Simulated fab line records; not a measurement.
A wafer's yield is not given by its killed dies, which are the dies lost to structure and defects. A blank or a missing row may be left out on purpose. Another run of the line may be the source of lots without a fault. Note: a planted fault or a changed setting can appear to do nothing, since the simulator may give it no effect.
2 desks, one fault || flow berkeley-cmos170 || every desk sees just its own numbers, and what lay behind them comes last

== THE METROLOGY DESK ==
Lot by lot, what the gauges showed, no matter which tool ran the lot: averages of those sampled wafers that carry a number. A lot is out of limits, marked OUT, if its mean lies more than 4 standard deviations from the usual mean; the brackets give that distance.
Columns: A = cd-nm at UCB170_M1_CD_MEAS_09, usual 700.5 nm; B = M1_OVL at UCB170_M1_OVL_MEAS_10, usual -1 nm; C = cd-nm at UCB170_M1_CD_MEAS_90, usual 701.6 nm; D = V1_TEOS_THK at UCB170_V1_THK_MEAS_01, usual 1985 nm
{"lot": "L152", "first seen here": "day 9 11:07", "A": 699.3, "B": -4, "C": 697.9, "D": 1975}
{"lot": "L154", "first seen here": "day 9 13:11", "A": 697.6, "B": -2, "C": 697.6, "D": 2007}
{"lot": "L165", "first seen here": "day 11 03:35", "A": 701.7, "B": -4, "C": 703.4, "D": 1879}
{"lot": "L163", "first seen here": "day 11 03:49", "A": 700.3, "B": -8, "C": 699.4, "D": 1884}
{"lot": "L172", "first seen here": "day 13 03:31", "A": 701.1, "B": 2, "C": 702.8, "D": 1973}
{"lot": "L173", "first seen here": "day 13 18:28", "A": 700.9, "B": 3, "C": 704.4, "D": 1998}
This desk's finding: nothing out of limits on any of the 6 lots.

== THE TOOL OWNER'S DESK: pecvd-03 ==
The tool's own readings at UCB170_V1_CVD_00 (deposits SiO2 from TEOS/O2, target thk 2000 nm, time 250 s): means of the sampled wafers that have a number, for each lot that ran on this tool. A lot is out of limits, marked OUT, if its mean lies more than 4 standard deviations from the usual mean; the brackets give that distance.
Columns: A = heater-power-w at UCB170_V1_CVD_00, usual 287 W
{"lot": "L152", "first seen here": "day 9 14:06", "A": 294}
{"lot": "L165", "first seen here": "day 11 05:34", "A": 265}
{"lot": "L163", "first seen here": "day 11 06:54", "A": 301}
This desk's finding: nothing out of limits on any of the 3 lots.

== BROUGHT TOGETHER ==
Nothing out of limits was seen by the metrology desk.
The desk of the tool owner found nothing out of limits.

== WHAT THE SIMULATOR HAD PUT IN ==
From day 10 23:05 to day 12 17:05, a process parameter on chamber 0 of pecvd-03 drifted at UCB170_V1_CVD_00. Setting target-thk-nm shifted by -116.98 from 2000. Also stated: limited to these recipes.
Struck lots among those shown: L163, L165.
